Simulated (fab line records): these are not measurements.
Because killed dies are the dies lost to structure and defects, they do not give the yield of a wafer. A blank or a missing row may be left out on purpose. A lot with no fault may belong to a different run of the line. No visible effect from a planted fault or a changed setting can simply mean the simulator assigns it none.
A struck lot beside a sound one    flow rit cmos    18 out of 202 route steps
Sound: these wafers, L195.1, L195.3, L195.4. Wafers L185.2, L185.3, L185.5 were the ones struck. Last of all comes the cause.
Per side, at each step with rows, come the tool, then ch with its chambers, and then its first start. Under that, the readings that differ: sound wafers    struck wafers    difference of the means    sigmas: that difference in standard deviations of wafers without a fault.
alike: words and numbers the same on both sides, and readings whose means are apart by under 2 such deviations; not compared: readings that were withheld, readings missing a value for some wafer, numbers with overlapping values and no deviation given by the record, and bounds like >300 which may hide the same value.
The two part at a step that has a row with sigmas, a row that says differs or no value, or rows on one side only. Numbers that don't overlap but have no deviation are shown without sigmas and don't part them. A reading that every wafer of one side lacks parts them only if that side has two wafers or more.

first, 1 step without rows for these wafers: RIT_PLDD_IMPLANT_08.
RIT_PLDD_STRIP_09: strips in O2, time 180 s.
  sound on plasma asher-03 ch 0,1, day 6 18:07; struck on plasma asher-04 ch 0,1, day 4 13:59
  alike: drypump motor current A
  not compared: rf hours counter h
RIT_PLDD_TW_MEAS_10:
  struck on film metro-03, day 4 14:11; sound on film metro-03, day 6 18:17
  alike: PLDD_TW
then, 4 steps without rows for these wafers: RIT_SPACER_CLEAN_00 (cleans in SC1, time 600 s); RIT_SPACER_CLEAN_01 (cleans in dHF, time 30 s); RIT_SPACER_CLEAN_02 (cleans in SC2, time 600 s); RIT_SPACER_CVD_03 (deposits Si3N4 from SiH2Cl2/NH3, target thk 250 nm, time 3300 s).
RIT_SPACER_THK_MEAS_04:
  struck on film metro-03, day 4 16:31; sound on film metro-04, day 6 20:38
  alike: SPACER_NITRIDE_THK
RIT_SPACER_ETCHBACK_05: etches Si3N4 in SF6/CHF3, stops on SiO2, target depth 250 nm, time 240 s.
  sound on rie diel-03 ch 1,2, day 6 20:42; struck on rie diel-02 ch 0,2,3, day 4 16:34
reading                 sound              struck             difference  sigmas
throttle valve pct (%)  10.36 10.58 10.58  10.08 10.12 10.35  -0.32       -2
  alike: drypump motor current A, oes product au, rf fwd power W
  not compared: rf hours counter h
then, 3 steps without rows for these wafers: RIT_NSD_HMDS_00 (prime time 60 s); RIT_NSD_COAT_01 (resist thk 1000 nm); RIT_NSD_SOFTBAKE_02 (time 60 s).
RIT_NSD_EXPOSE_03: exposes mask M9, target cd 40700 nm.
  sound on iline stepper-01 ch 0, day 6 21:18; struck on iline stepper-02 ch 0, day 4 17:19
reading                      sound        struck             difference  sigmas
model.NSD.overlay x nm (nm)  1.2 1.2 1.2  420.5 420.5 420.5  +419.3      
  alike: mask
then, 2 steps without rows for these wafers: RIT_NSD_PEB_04; RIT_NSD_DEVELOP_05 (develop time 50 s).
RIT_NSD_OVL_MEAS_06:
  struck on overlay-02, day 4 17:44; sound on overlay-01, day 6 21:42
reading       sound        struck             difference  sigmas
NSD_OVL (nm)  0.3 1.3 1.2  420.0 421.5 421.7  +420.1      +99 or more
then, 1 step without rows for these wafers: RIT_NSD_HARDBAKE_07 (time 60 s).
RIT_M1_PROBE_99:
  struck on prober-02, day 5 03:58; sound on prober-02, day 7 07:58
reading                                     sound  struck  difference  sigmas
model.etest.select edge diode n.over limit  0 0 0  1 1 1   +1          
  alike: killed at contacts, killed at front end, killed dies, killed open, killed short

WHERE THEY PART
First at RIT_SPACER_ETCHBACK_05; last, within this record, at RIT_NSD_OVL_MEAS_06. Later steps at which nothing parts them and some readings are alike: RIT_M1_PROBE_99.

WHY: whatever the simulator had introduced
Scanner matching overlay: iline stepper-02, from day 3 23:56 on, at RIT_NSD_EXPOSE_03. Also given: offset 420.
